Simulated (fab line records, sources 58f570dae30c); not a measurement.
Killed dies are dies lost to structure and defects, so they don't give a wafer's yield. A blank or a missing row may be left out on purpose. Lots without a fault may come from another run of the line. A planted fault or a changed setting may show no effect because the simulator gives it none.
fab line records | flow berkeley_cmos170
record lots=5 wafers=15 last_day=11
route steps=331 shown NSD@191 BACKSIDE@199 SDANNEAL@204 PSD@206 PLDD@208 NLDD@209 SILICIDE@210 CONTACT@216
lots that met no fault: from a run of the same line without faults
start_h: hours from the record's first day to the start of the lot's first wafer shown | wait_h: hours since the lot's step before | " the same as in the row above | L1.1+2: a row that stands for several wafers | - no value, or no start given | * or withheld: withheld | < > ~ a bound
route shown NAME@n: a module of which the file shows steps, and the number in the route of the first | usual: mean/standard deviation of fault-free wafers | same: alike in all rows | chamber/n: place in a boat | sites: the reading at each site | _std_site: their standard deviation | _edge_site: outer sites' mean less inner sites' | radius_mm: how far each site lies from the wafer's centre | mask NAME#n: copy n | behind: the tool/chamber that last shaped the wafer | hold: why the lot was held/for how many hours/how that ended | device: the transistor (n, p or np) that didn't switch | end of line: the same wafers' tests at the end of the route | a step without rows: its recipe alone | killed: dies lost to structure and defects at the first sort, not the wafer's yield | map: a wafer's dies, x killed, . not, _ none there
set.NAME: the setting as run; set.NAME@STEP: as run at that earlier step | model.NAME: the simulator's own value behind a step, which no gauge read
lots at some steps of the route; a table a step, a row a wafer
services: from which hour (start_h, from the record's first day; less than 0 if before it) a tool's chamber was out of use, for how many hours, and why
## steps
# step UCB170_NSD_PEB_04
# recipe peb_temp_c=130 peb_time_s=withheld resist=KrF
# columns lot.wafer tool chamber start_h wait_h
L076.2+3+4 litho_track-02 0 149.11 0.2
L077.2+4+5 litho_track-02 0 159.80 1.0
L084.3+4+6 litho_track-02 0 187.77 0.2
L091.2+4+6 litho_track-03 0 219.77 0.3
L095.1+3+4 litho_track-04 0 241.20 0.6
# step UCB170_NSD_DEVELOP_05
# recipe developer=TMAH develop_time_s=45 resist=KrF dev_temp_c=21
# columns lot.wafer tool chamber start_h wait_h
L076.2+3+4 litho_track-02 0 - -
L077.2+4+5 litho_track-02 0 - -
L084.3+4+6 litho_track-02 0 - -
L091.2+4+6 litho_track-03 0 - -
L095.1+3+4 litho_track-04 0 - -
# step UCB170_NSD_CD_MEAS_06
# recipe target_cd_nm=1200
# usual cd_nm=1199.7/1.1
# columns lot.wafer tool chamber start_h wait_h cd_nm
L076.2 cd_sem-01 - 149.38 - 1201.7
L076.3 " - " " 1201.6
L076.4 " - " " 1200.5
L077.2 cd_sem-02 - 160.07 - 1198.7
L077.4 " - " " 1199.5
L077.5 " - " " 1199.2
L084.3 cd_sem-02 - 188.03 - 1200.4
L084.4 " - " " 1198.4
L084.6 " - " " 1199.8
L091.2 cd_sem-02 - 220.07 - 1197.3
L091.4 " - " " 1199.9
L091.6 " - " " 1199.6
L095.1 cd_sem-02 - 241.48 - 1199.0
L095.3 " - " " 1199.4
L095.4 " - " " 1199.0
# step UCB170_NSD_OVL_MEAS_07
# usual NSD_OVL=-4/6.2
# columns lot.wafer tool chamber start_h wait_h NSD_OVL[nm]
L076.2 overlay-02 - 149.49 0.1 0
L076.3 " - " " -6
L076.4 " - " " 2
L077.2 overlay-02 - 160.18 0.1 -15
L077.4 " - " " -16
L077.5 " - " " -9
L084.3 overlay-01 - 188.13 0.1 2
L084.4 " - " " 0
L084.6 " - " " -8
L091.2 overlay-02 - 220.17 0.1 -11
L091.4 " - " " -8
L091.6 " - " " -14
L095.1 overlay-01 - 241.60 0.1 -6
L095.3 " - " " -2
L095.4 " - " " 0
# step UCB170_NSD_IMPLANT_08
# recipe species=P dose_cm2=3e+15 energy_kev=40 tilt_deg=7
# usual dose_ions_cm2=2.9994e+15/2.8e+12
# columns lot.wafer tool chamber start_h wait_h dose_ions_cm2
L076.2 implanter-01 0 149.54 0.0 3.0044e+15
L076.3 " 0 " " 2.9977e+15
L076.4 " 0 " " 2.999e+15
L077.2 implanter-01 0 160.24 0.0 2.9975e+15
L077.4 " 0 " " 3e+15
L077.5 " 0 " " 2.9987e+15
L084.3 implanter-01 0 188.20 0.1 2.9933e+15
L084.4 " 0 " " 2.9947e+15
L084.6 " 0 " " 2.998e+15
L091.2 implanter-04 0 220.23 0.0 2.9953e+15
L091.4 " 0 " " 2.9963e+15
L091.6 " 0 " " 2.9958e+15
L095.1 implanter-01 0 241.63 0.0 2.9994e+15
L095.3 " 0 " " 2.9968e+15
L095.4 " 0 " " 3.0003e+15
# step UCB170_NSD_STRIP_09
# recipe chemistry=O2 power_w=400 pressure_mtorr=3500 platen_temp_c=withheld o2_flow_sccm=400 overash_fraction=0.5
# usual drypump_motor_current_A=5.8/0.38 oes_product_au=0.533/0.0046 strip_time_to_endpoint_s=35.82/0.072
# columns lot.wafer tool chamber start_h wait_h drypump_motor_current_A oes_product_au rf_hours_counter_h strip_time_to_endpoint_s
L076.2 plasma_asher-02 0 149.67 0.1 5.9 0.533 43 35.98
L076.3 " 0 " " 5.9 0.534 - 35.96
L076.4 " 1 " " 5.5 0.528 - 35.89
L077.2 plasma_asher-01 0 160.36 0.1 5.4 0.527 4 35.82
L077.4 " 0 " " 5.4 0.534 - 35.86
L077.5 " 1 " " 5.5 0.544 - 35.83
L084.3 plasma_asher-01 1 188.33 0.1 5.5 0.542 - 35.88
L084.4 " 0 " " 5.4 0.541 - 35.91
L084.6 " 0 " " 5.4 0.531 - 35.86
L091.2 plasma_asher-02 1 220.35 0.1 5.6 0.538 51 35.78
L091.4 " 1 " " 5.6 0.530 - 35.78
L091.6 " 1 " " 5.6 0.528 - 35.80
L095.1 plasma_asher-02 0 241.78 0.1 5.9 0.537 53 35.96
L095.3 " 1 " " 5.6 0.534 - 35.79
L095.4 " 0 " " 5.9 0.535 - 35.85
# step UCB170_NSD_TW_MEAS_10
# usual NSD_TW=4203/19
# columns lot.wafer tool chamber start_h wait_h NSD_TW
L076.2 film_metro-02 - 149.78 0.1 4218
L076.3 " - " " 4253
L076.4 " - " " 4240
L077.2 film_metro-01 - 160.47 0.1 4182
L077.4 " - " " 4181
L077.5 " - " " 4210
L084.3 film_metro-04 - 188.42 0.1 4239
L084.4 " - " " 4216
L084.6 " - " " 4212
L091.2 film_metro-01 - 220.46 0.1 4214
L091.4 " - " " 4199
L091.6 " - " " 4200
L095.1 film_metro-01 - 241.88 0.1 4204
L095.3 " - " " 4215
L095.4 " - " " 4208
# step UCB170_NSD_CLEAN_11
# recipe chemistry=SPM temp_c=120 time_s=600
# columns lot.wafer tool chamber start_h wait_h
L076.2+3+4 wet_bench-04 3 149.83 0.0
L077.2+4+5 wet_bench-03 2 160.52 0.0
L084.3+4+6 wet_bench-03 3 188.53 0.1
L091.2+4+6 wet_bench-02 0 220.51 0.0
L095.1+3+4 wet_bench-02 0 242.09 0.2
# step UCB170_BACKSIDE_HMDS_00
# recipe prime_time_s=60 prime_temp_c=100
# usual prime_temp_c=99.98/0.13
# columns lot.wafer tool chamber start_h wait_h prime_temp_c
L076.2 litho_track-02 0 150.24 0.2 99.95
L076.3 " 0 " " 100.01
L076.4 " 0 " " 100.41
L077.2 litho_track-02 0 161.35 0.6 100.09
L077.4 " 0 " " 100.10
L077.5 " 0 " " 99.87
L084.3 litho_track-02 0 189.39 0.7 99.89
L084.4 " 0 " " 99.94
L084.6 " 0 " " 99.82
L091.2 litho_track-04 0 220.71 0.0 100.04
L091.4 " 0 " " 100.12
L091.6 " 0 " " 100.18
L095.1 litho_track-02 0 242.61 0.3 100.02
L095.3 " 0 " " 100.13
L095.4 " 0 " " 100.15
# step UCB170_BACKSIDE_COAT_01
# recipe resist=KrF spin_rpm=1500 resist_thk_nm=900
# columns lot.wafer tool chamber start_h wait_h
L076.2+3+4 litho_track-02 0 150.39 0.1
L077.2+4+5 litho_track-02 0 161.50 0.1
L084.3+4+6 litho_track-02 0 189.54 0.1
L091.2+4+6 litho_track-04 0 220.86 0.1
L095.1+3+4 litho_track-02 0 242.76 0.1
# step UCB170_BACKSIDE_SOFTBAKE_02
# recipe resist=KrF temp_c=130 time_s=60
# columns lot.wafer tool chamber start_h wait_h
L076.2+3+4 litho_track-02 0 150.54 0.1
L077.2+4+5 litho_track-02 0 161.65 0.1
L084.3+4+6 litho_track-02 0 189.69 0.1
L091.2+4+6 litho_track-04 0 221.01 0.1
L095.1+3+4 litho_track-02 0 242.91 0.1
# step UCB170_BACKSIDE_STRIP_03
# recipe chemistry=O2 power_w=400 pressure_mtorr=3500 platen_temp_c=withheld o2_flow_sccm=400 overash_fraction=0.5
# usual drypump_motor_current_A=5.73/0.29 oes_product_au=0.735/0.004 strip_time_to_endpoint_s=22.00/0.061
# columns lot.wafer tool chamber start_h wait_h drypump_motor_current_A oes_product_au rf_hours_counter_h strip_time_to_endpoint_s
L076.2 plasma_asher-03 1 150.67 0.1 5.70 0.731 37 21.96
L076.3 " 0 " " 5.49 0.734 - 21.92
L076.4 " 1 " " 5.71 0.735 - 21.94
L077.2 plasma_asher-02 0 161.78 0.1 5.90 0.732 44 22.03
L077.4 " 0 " " 5.86 0.737 - 22.03
L077.5 " 1 " " 5.55 0.733 - 22.04
L084.3 plasma_asher-02 0 189.83 0.1 5.88 0.730 - 21.93
L084.4 " 1 " " 5.56 0.736 - 21.99
L084.6 " 0 " " 5.87 0.726 - 21.95
L091.2 plasma_asher-04 1 221.14 0.1 6.56 0.733 51 21.98
L091.4 " 1 " " 6.53 0.730 - 22.01
L091.6 " 1 " " 6.56 0.735 - 21.95
L095.1 plasma_asher-02 1 243.06 0.1 5.55 0.735 53 22.03
L095.3 " 0 " " 5.87 0.734 - 22.00
L095.4 " 1 " " 5.55 0.724 - 21.99
# step UCB170_BACKSIDE_CLEAN_04
# recipe chemistry=SPM temp_c=120 time_s=600
# columns lot.wafer tool chamber start_h wait_h
L076.2+3+4 wet_bench-02 2 150.77 0.1
L077.2+4+5 wet_bench-04 3 163.73 1.9
L084.3+4+6 wet_bench-01 0 189.89 0.0
L091.2+4+6 wet_bench-01 2 223.61 2.4
L095.1+3+4 wet_bench-02 3 243.16 0.1
# step UCB170_SDANNEAL_RTA_00
# recipe temp_c=900 time_s=10 ambient=N2
# usual lamp_power_pct=25.3/0.69 wafer_temp_C_max=904.8/0.99
# columns lot.wafer tool chamber start_h wait_h lamp_power_pct wafer_temp_C_max
L076.2 rtp_anneal-01 0 150.95 0.0 24.7 905.2
L076.3 " 0 " " 24.7 904.2
L076.4 " 0 " " 24.7 904.5
L077.2 rtp_anneal-02 0 163.91 0.0 26.2 906.8
L077.4 " 0 " " 26.2 904.6
L077.5 " 0 " " 26.1 904.8
L084.3 rtp_anneal-01 0 190.09 0.0 24.7 905.4
L084.4 " 0 " " 24.8 903.7
L084.6 " 0 " " 24.7 904.1
L091.2 rtp_anneal-01 0 223.81 0.0 24.7 905.3
L091.4 " 0 " " 24.7 905.1
L091.6 " 0 " " 24.7 904.6
L095.1 rtp_anneal-02 0 243.35 0.0 26.2 904.8
L095.3 " 0 " " 26.1 905.6
L095.4 " 0 " " 26.1 904.2
# step UCB170_SDANNEAL_RTA_01
# recipe temp_c=1050 time_s=5 ambient=N2
# usual lamp_power_pct=39.0/1.1 wafer_temp_C_max=1055.4/1
# columns lot.wafer tool chamber start_h wait_h lamp_power_pct wafer_temp_C_max
L076.2 rtp_anneal-01 0 151.02 0.1 38.2 1054.9
L076.3 " 0 " " 38.1 1056.1
L076.4 " 0 " " 38.1 1054.7
L077.2 rtp_anneal-02 0 163.98 0.1 40.4 1055.4
L077.4 " 0 " " 40.3 1055.5
L077.5 " 0 " " 40.4 1054.1
L084.3 rtp_anneal-01 0 190.16 0.1 38.2 1056.8
L084.4 " 0 " " 38.2 1057.4
L084.6 " 0 " " 38.1 1056.6
L091.2 rtp_anneal-01 0 223.87 0.1 38.2 1055.9
L091.4 " 0 " " 38.1 1056.5
L091.6 " 0 " " 38.1 1055.2
L095.1 rtp_anneal-02 0 243.42 0.1 40.3 1056.5
L095.3 " 0 " " 40.4 1055.1
L095.4 " 0 " " 40.4 1055.4
# step UCB170_SDANNEAL_RS_MEAS_02
# recipe thk_meas_gauge=four-point-probe
# usual PSD_RS=75.56/0.27
# columns lot.wafer tool chamber start_h wait_h PSD_RS[ohm/sq]
L076.2 film_metro-04 - 151.09 0.1 75.54
L076.3 " - " " 75.81
L076.4 " - " " 76.17
L077.2 film_metro-01 - 164.05 0.1 75.69
L077.4 " - " " 75.70
L077.5 " - " " 75.73
L084.3 film_metro-04 - 190.23 0.1 75.44
L084.4 " - " " 75.36
L084.6 " - " " 75.47
L091.2 film_metro-04 - 223.94 0.1 76.09
L091.4 " - " " 75.79
L091.6 " - " " 75.74
L095.1 film_metro-01 - 243.61 0.2 75.28
L095.3 " - " " 75.44
L095.4 " - " " 75.76
# step UCB170_SDANNEAL_RS_MEAS_03
# recipe thk_meas_gauge=four-point-probe
# usual NSD_RS=37.26/0.09
# columns lot.wafer tool chamber start_h wait_h NSD_RS[ohm/sq]
L076.2 film_metro-04 - 151.21 0.1 37.13
L076.3 " - " " 37.24
L076.4 " - " " 37.25
L077.2 film_metro-01 - 164.17 0.1 37.19
L077.4 " - " " 37.23
L077.5 " - " " 37.25
L084.3 film_metro-04 - 190.35 0.1 37.26
L084.4 " - " " 37.26
L084.6 " - " " 37.27
L091.2 film_metro-04 - 224.06 0.1 37.29
L091.4 " - " " 37.28
L091.6 " - " " 37.26
L095.1 film_metro-01 - 243.73 0.1 37.27
L095.3 " - " " 37.25
L095.4 " - " " 37.33
# step UCB170_SDANNEAL_RS_MEAS_04
# recipe thk_meas_gauge=four-point-probe
# usual PLDD_RS=1031.6/3
# columns lot.wafer tool chamber start_h wait_h PLDD_RS[ohm/sq]
L076.2 film_metro-04 - 151.33 0.1 1037.1
L076.3 " - " " 1036.2
L076.4 " - " " 1036.3
L077.2 film_metro-01 - 164.29 0.1 1032.8
L077.4 " - " " 1031.4
L077.5 " - " " 1030.2
L084.3 film_metro-04 - 190.47 0.1 1031.5
L084.4 " - " " 1029.0
L084.6 " - " " 1029.1
L091.2 film_metro-04 - 224.18 0.1 1035.5
L091.4 " - " " 1032.9
L091.6 " - " " 1034.2
L095.1 film_metro-01 - 243.85 0.1 1029.9
L095.3 " - " " 1031.4
L095.4 " - " " 1031.2
# step UCB170_SDANNEAL_RS_MEAS_05
# recipe thk_meas_gauge=four-point-probe
# usual NLDD_RS=616.5/1.6
# columns lot.wafer tool chamber start_h wait_h NLDD_RS[ohm/sq]
L076.2 film_metro-04 - 151.45 0.1 617.3
L076.3 " - " " 616.9
L076.4 " - " " 616.7
L077.2 film_metro-01 - 164.41 0.1 616.6
L077.4 " - " " 618.3
L077.5 " - " " 619.4
L084.3 film_metro-04 - 190.59 0.1 617.8
L084.4 " - " " 618.9
L084.6 " - " " 616.7
L091.2 film_metro-04 - 224.30 0.1 617.7
L091.4 " - " " 618.2
L091.6 " - " " 614.6
L095.1 film_metro-01 - 243.97 0.1 614.5
L095.3 " - " " 616.0
L095.4 " - " " 615.7
# step UCB170_SILICIDE_PRE_CLEAN_00
# recipe gas=Ar preclean_etch_time_s=60
# columns lot.wafer tool chamber start_h wait_h
L076.2+3+4 pvd_sputter-03 - 151.55 0.1
L077.2+4+5 pvd_sputter-04 - 164.51 0.1
L084.3+4+6 pvd_sputter-01 - 190.67 0.1
L091.2+4+6 pvd_sputter-01 - 224.40 0.1
L095.1+3+4 pvd_sputter-01 - 244.09 0.1
# step UCB170_SILICIDE_SPUTTER_01
# recipe material=Ti target_thk_nm=30 time_s=25 power_w=1500 chamber_pressure_pa=0.5
# usual throttle_valve_pct=29.6/1.1
# columns lot.wafer tool chamber start_h wait_h throttle_valve_pct
L076.2 pvd_sputter-03 - 151.61 0.0 30.0
L076.3 " - " " 31.2
L076.4 " - " " 28.5
L077.2 pvd_sputter-04 - 164.57 0.0 30.8
L077.4 " - " " 31.1
L077.5 " - " " 29.8
L084.3 pvd_sputter-01 - 190.74 0.0 28.9
L084.4 " - " " 29.6
L084.6 " - " " 29.3
L091.2 pvd_sputter-01 - 224.47 0.0 30.0
L091.4 " - " " 28.9
L091.6 " - " " 29.0
L095.1 pvd_sputter-01 - 244.15 0.0 29.5
L095.3 " - " " 29.0
L095.4 " - " " 29.0
# step UCB170_SILICIDE_RS_MEAS_02
# recipe thk_meas_gauge=four-point-probe reads=Ti_of_SILICIDE_SPUTTER_01
# usual SILICIDE_TI_RS=26.0/0.43
# columns lot.wafer tool chamber start_h wait_h SILICIDE_TI_RS[ohm/sq]
L076.2 film_metro-03 - 151.66 0.0 26.5
L076.3 " - " " 26.4
L076.4 " - " " 26.4
L077.2 film_metro-03 - 164.62 0.0 26.2
L077.4 " - " " 25.2
L077.5 " - " " 26.4
L084.3 film_metro-03 - 190.82 0.1 26.0
L084.4 " - " " 25.6
L084.6 " - " " 25.8
L091.2 film_metro-02 - 224.52 0.0 26.0
L091.4 " - " " 26.7
L091.6 " - " " 26.4
L095.1 film_metro-02 - 244.18 0.0 26.3
L095.3 " - " " 25.9
L095.4 " - " " 26.6
# step UCB170_SILICIDE_THK_MEAS_03
# recipe thk_meas_gauge=xrf reads=Ti_of_SILICIDE_SPUTTER_01
# usual SILICIDE_TI_THK=29.8/0.46
# columns lot.wafer tool chamber start_h wait_h SILICIDE_TI_THK[nm]
L076.2 film_metro-03 - 151.77 0.1 29.3
L076.3 " - " " 29.3
L076.4 " - " " 29.2
L077.2 film_metro-03 - 164.73 0.1 29.6
L077.4 " - " " 30.5
L077.5 " - " " 29.4
L084.3 film_metro-03 - 190.92 0.1 29.8
L084.4 " - " " 30.4
L084.6 " - " " 30.2
L091.2 film_metro-02 - 224.63 0.1 29.8
L091.4 " - " " 29.1
L091.6 " - " " 29.4
L095.1 film_metro-02 - 244.30 0.1 29.4
L095.3 " - " " 29.7
L095.4 " - " " 29.1
# step UCB170_SILICIDE_RTA_04
# recipe temp_c=650 time_s=15 ambient=N2
# usual lamp_power_pct=11.00/0.29 wafer_temp_C_max=653.3/0.64
# columns lot.wafer tool chamber start_h wait_h lamp_power_pct wafer_temp_C_max
L076.2 rtp_anneal-02 0 151.84 0.1 11.19 654.1
L076.3 " 0 " " 11.19 653.2
L076.4 " 0 " " 11.18 653.3
L077.2 rtp_anneal-02 0 164.80 0.1 11.20 655.3
L077.4 " 0 " " 11.20 652.9
L077.5 " 0 " " 11.19 654.7
L084.3 rtp_anneal-02 0 190.99 0.1 11.19 654.7
L084.4 " 0 " " 11.20 653.4
L084.6 " 0 " " 11.19 653.7
L091.2 rtp_anneal-02 0 224.69 0.1 11.18 652.4
L091.4 " 0 " " 11.22 654.3
L091.6 " 0 " " 11.19 653.0
L095.1 rtp_anneal-02 0 244.36 0.1 11.20 653.9
L095.3 " 0 " " 11.20 652.8
L095.4 " 0 " " 11.21 652.9
# step UCB170_SILICIDE_WET_ETCH_05
# recipe chemistry=SPM time_s=45 temp_c=120 target=Ti
# columns lot.wafer tool chamber start_h wait_h
L076.2+3+4 wet_bench-02 0 151.91 0.1
L077.2+4+5 wet_bench-02 2 164.86 0.1
L084.3+4+6 wet_bench-03 3 191.23 0.2
L091.2+4+6 wet_bench-02 2 224.75 0.1
L095.1+3+4 wet_bench-01 1 244.44 0.1
# step UCB170_CONTACT_CLEAN_00
# recipe chemistry=SPM temp_c=120 time_s=600
# columns lot.wafer tool chamber start_h wait_h
L076.2+3+4 wet_bench-02 2 151.93 0.0
L077.2+4+5 wet_bench-02 0 164.88 0.0
L084.3+4+6 wet_bench-03 3 191.28 0.0
L091.2+4+6 wet_bench-02 3 224.77 0.0
L095.1+3+4 wet_bench-02 2 244.46 0.0
# step UCB170_CONTACT_CVD_01
# recipe material=PSG target_thk_nm=700 temp_c=450 precursor=SiH4/O2/PH3 time_s=2820 pressure_mtorr=300 sih4_flow_sccm=60 o2_flow_sccm=90 ph3_flow_sccm=25
# columns lot.wafer tool chamber start_h wait_h
L076.2+3+4 lpcvd-01 1 152.10 0.0
L077.2+4+5 lpcvd-02 1 165.06 0.0
L084.3+4+6 lpcvd-02 1 191.45 0.0
L091.2+4+6 lpcvd-02 0 226.09 1.1
L095.1+3+4 lpcvd-01 0 245.73 1.1
# step UCB170_CONTACT_THK_MEAS_02
# recipe reads=PSG_of_CONTACT_CVD_01
# usual CONTACT_PSG_THK=700/5.8
# columns lot.wafer tool chamber start_h wait_h CONTACT_PSG_THK[nm]
L076.2 film_metro-01 - 153.90 0.0 692
L076.3 " - " " 693
L076.4 " - " " 692
L077.2 film_metro-03 - 166.85 0.0 708
L077.4 " - " " 706
L077.5 " - " " 715
L084.3 film_metro-03 - 193.25 0.0 706
L084.4 " - " " 704
L084.6 " - " " 713
L091.2 film_metro-04 - 227.88 0.0 696
L091.4 " - " " 698
L091.6 " - " " 695
L095.1 film_metro-01 - 247.51 0.0 687
L095.3 " - " " 694
L095.4 " - " " 687
# step UCB170_CONTACT_HMDS_03
# recipe prime_time_s=60 prime_temp_c=100
# usual prime_temp_c=100.04/0.13
# columns lot.wafer tool chamber start_h wait_h prime_temp_c
L076.2 litho_track-04 0 153.97 0.1 100.24
L076.3 " 0 " " 100.20
L076.4 " 0 " " 100.09
L077.2 litho_track-04 0 166.92 0.1 100.10
L077.4 " 0 " " 100.11
L077.5 " 0 " " 99.99
L084.3 litho_track-01 0 193.34 0.1 99.80
L084.4 " 0 " " 99.81
L084.6 " 0 " " 99.62
L091.2 litho_track-03 0 228.69 0.8 100.16
L091.4 " 0 " " 100.21
L091.6 " 0 " " 100.04
L095.1 litho_track-03 0 248.33 0.8 100.00
L095.3 " 0 " " 100.15
L095.4 " 0 " " 100.01
# step UCB170_CONTACT_COAT_04
# recipe resist=KrF spin_rpm=1500 resist_thk_nm=900
# columns lot.wafer tool chamber start_h wait_h
L076.2+3+4 litho_track-04 0 154.12 0.1
L077.2+4+5 litho_track-04 0 167.07 0.1
L084.3+4+6 litho_track-01 0 193.49 0.1
L091.2+4+6 litho_track-03 0 228.84 0.1
L095.1+3+4 litho_track-03 0 248.48 0.1
# step UCB170_CONTACT_SOFTBAKE_05
# recipe resist=KrF temp_c=130 time_s=60
# columns lot.wafer tool chamber start_h wait_h
L076.2+3+4 litho_track-04 0 154.27 0.1
L077.2+4+5 litho_track-04 0 167.22 0.1
L084.3+4+6 litho_track-01 0 193.64 0.1
L091.2+4+6 litho_track-03 0 228.99 0.1
L095.1+3+4 litho_track-03 0 248.63 0.1
# step UCB170_CONTACT_STRIP_06
# recipe chemistry=O2 power_w=400 pressure_mtorr=3500 platen_temp_c=withheld o2_flow_sccm=400 overash_fraction=0.5
# usual drypump_motor_current_A=5.56/0.14 oes_product_au=0.735/0.0044 strip_time_to_endpoint_s=21.96/0.058
# columns lot.wafer tool chamber start_h wait_h drypump_motor_current_A oes_product_au rf_hours_counter_h strip_time_to_endpoint_s
L076.2 plasma_asher-01 1 154.40 0.1 5.50 0.733 4 22.07
L076.3 " 0 " " 5.43 0.734 - 21.96
L076.4 " 1 " " 5.49 0.731 - 21.92
L077.2 plasma_asher-02 0 167.35 0.1 5.87 0.737 45 22.04
L077.4 " 1 " " 5.56 0.736 - 21.97
L077.5 " 1 " " 5.56 0.733 - 22.06
L084.3 plasma_asher-03 1 193.78 0.1 5.71 0.733 - 21.93
L084.4 " 0 " " 5.48 0.731 - 21.94
L084.6 " 1 " " 5.70 0.735 - 21.99
L091.2 plasma_asher-01 1 229.11 0.1 5.50 0.732 12 21.91
L091.4 " 0 " " 5.43 0.735 - 21.98
L091.6 " 0 " " 5.43 0.741 - 21.91
L095.1 plasma_asher-03 1 248.78 0.1 5.68 0.731 50 21.92
L095.3 " 0 " " 5.48 0.726 - 21.97
L095.4 " 1 " " 5.68 0.731 - 21.88
# step UCB170_CONTACT_CLEAN_07
# recipe chemistry=SPM temp_c=120 time_s=600
# columns lot.wafer tool chamber start_h wait_h
L076.2+3+4 wet_bench-01 3 154.50 0.1
L077.2+4+5 wet_bench-02 2 167.45 0.1
L084.3+4+6 wet_bench-03 1 193.84 0.0
L091.2+4+6 wet_bench-02 1 229.39 0.2
L095.1+3+4 wet_bench-02 1 248.91 0.1
# step UCB170_CONTACT_RTA_08
# recipe temp_c=900 time_s=10 ambient=N2
# usual lamp_power_pct=25.3/0.69 wafer_temp_C_max=904.6/0.85
# columns lot.wafer tool chamber start_h wait_h lamp_power_pct wafer_temp_C_max
L076.2 rtp_anneal-01 0 154.70 0.0 24.7 904.5
L076.3 " 0 " " 24.7 905.6
L076.4 " 0 " " 24.8 905.0
L077.2 rtp_anneal-01 0 167.63 0.0 24.7 903.9
L077.4 " 0 " " 24.7 903.4
L077.5 " 0 " " 24.8 904.8
L084.3 rtp_anneal-01 0 194.04 0.0 24.7 903.5
L084.4 " 0 " " 24.7 903.8
L084.6 " 0 " " 24.7 904.3
L091.2 rtp_anneal-01 0 229.59 0.0 24.7 904.1
L091.4 " 0 " " 24.7 906.5
L091.6 " 0 " " 24.7 905.3
L095.1 rtp_anneal-01 0 249.08 0.0 24.7 903.9
L095.3 " 0 " " 24.7 903.9
L095.4 " 0 " " 24.7 904.8
# step UCB170_CONTACT_COAT_09
# recipe resist=BARC temp_c=withheld time_s=withheld spin_rpm=3000 resist_thk_nm=withheld
# columns lot.wafer tool chamber start_h wait_h
L076.2+3+4 litho_track-03 0 154.78 0.1
L077.2+4+5 litho_track-01 0 167.72 0.1
L084.3+4+6 litho_track-01 0 194.69 0.6
L091.2+4+6 litho_track-01 0 229.84 0.2
L095.1+3+4 litho_track-03 0 250.13 1.0
# step UCB170_CONTACT_COAT_10
# recipe resist=KrF spin_rpm=1500 resist_thk_nm=900
# columns lot.wafer tool chamber start_h wait_h
L076.2+3+4 litho_track-03 0 - -
L077.2+4+5 litho_track-01 0 - -
L084.3+4+6 litho_track-01 0 - -
L091.2+4+6 litho_track-01 0 - -
L095.1+3+4 litho_track-03 0 - -
# step UCB170_CONTACT_SOFTBAKE_11
# recipe resist=KrF temp_c=130 time_s=60
# columns lot.wafer tool chamber start_h wait_h
L076.2+3+4 litho_track-03 0 - -
L077.2+4+5 litho_track-01 0 - -
L084.3+4+6 litho_track-01 0 - -
L091.2+4+6 litho_track-01 0 - -
L095.1+3+4 litho_track-03 0 - -
# step UCB170_CONTACT_EXPOSE_12
# recipe mask_id=CONT target_cd_nm=700 na=0.5 sigma_outer=0.6 source_shape=conventional dose_mj=35
# columns lot.wafer tool chamber start_h wait_h mask
L076.2+3+4 krf_scanner-02 0 155.22 - CONT#0
L077.2+4+5 krf_scanner-02 0 168.23 - CONT#0
L084.3+4+6 krf_scanner-01 0 195.25 - CONT#0
L091.2+4+6 krf_scanner-01 0 230.41 - CONT#0
L095.1+3+4 krf_scanner-01 0 250.71 - CONT#0
# step UCB170_CONTACT_PEB_13
# recipe peb_temp_c=130 peb_time_s=withheld resist=KrF
# columns lot.wafer tool chamber start_h wait_h
L076.2+3+4 litho_track-04 0 155.35 0.1
L077.2+4+5 litho_track-03 0 168.44 0.2
L084.3+4+6 litho_track-03 0 195.97 0.7
L091.2+4+6 litho_track-03 0 230.94 0.5
L095.1+3+4 litho_track-03 0 251.41 0.7
# step UCB170_CONTACT_DEVELOP_14
# recipe developer=TMAH develop_time_s=45 resist=KrF dev_temp_c=21
# columns lot.wafer tool chamber start_h wait_h
L076.2+3+4 litho_track-04 0 - -
L077.2+4+5 litho_track-03 0 - -
L084.3+4+6 litho_track-03 0 - -
L091.2+4+6 litho_track-03 0 - -
L095.1+3+4 litho_track-03 0 - -
# step UCB170_CONTACT_CD_MEAS_15
# recipe target_cd_nm=700
# usual cd_nm=700.0/1.4
# columns lot.wafer tool chamber start_h wait_h cd_nm
L076.2 cd_sem-01 - 155.62 - 699.9
L076.3 " - " " 700.5
L076.4 " - " " 699.5
L077.2 cd_sem-01 - 168.71 - 700.4
L077.4 " - " " 699.9
L077.5 " - " " 700.2
L084.3 cd_sem-01 - 196.25 - 701.1
L084.4 " - " " 701.9
L084.6 " - " " 701.0
L091.2 cd_sem-02 - 231.21 - 700.7
L091.4 " - " " 701.1
L091.6 " - " " 700.6
L095.1 cd_sem-01 - 251.68 - 700.5
L095.3 " - " " 700.1
L095.4 " - " " 699.7
# step UCB170_CONTACT_OVL_MEAS_16
# usual CONTACT_OVL=-5/5
# columns lot.wafer tool chamber start_h wait_h CONTACT_OVL[nm]
L076.2 overlay-02 - 155.72 0.1 -4
L076.3 " - " " 1
L076.4 " - " " 4
L077.2 overlay-02 - 168.82 0.1 -9
L077.4 " - " " -6
L077.5 " - " " -11
L084.3 overlay-01 - 196.35 0.1 0
L084.4 " - " " -9
L084.6 " - " " -8
L091.2 overlay-02 - 231.31 0.1 0
L091.4 " - " " -7
L091.6 " - " " -5
L095.1 overlay-02 - 251.80 0.1 -6
L095.3 " - " " -4
L095.4 " - " " -5
## services
# columns tool chamber start_h hours kind
krf_scanner-02 - 128.62 0.8 pm
pvd_sputter-04 - 135.64 3.4 repair
wet_bench-02 - 139.94 6.6 repair
implanter-04 - 145.59 6.1 repair
pvd_sputter-03 - 152.03 2.8 repair
krf_scanner-01 - 164.53 0.8 pm
krf_scanner-01 - 167.44 4.0 pm
krf_scanner-02 - 181.15 1.0 pm
krf_scanner-02 - 190.16 0.8 repair
lpcvd-02 - 196.87 1.1 repair
plasma_asher-02 - 197.89 0.8 repair
krf_scanner-02 - 201.74 1.3 pm
krf_scanner-01 - 210.38 1.3 pm
rtp_anneal-02 - 210.76 2.5 repair
plasma_asher-04 - 218.20 1.5 repair
implanter-01 - 219.14 1.1 repair
implanter-04 - 225.03 5.1 pm
krf_scanner-01 - 225.86 1.0 pm
krf_scanner-01 0 235.77 - calibration
plasma_asher-02 - 237.39 1.4 repair
pvd_sputter-03 - 243.58 1.7 repair
implanter-04 - 245.15 5.8 repair
krf_scanner-01 - 246.72 2.3 repair
pvd_sputter-04 - 247.46 16.0 repair
## key
fault none
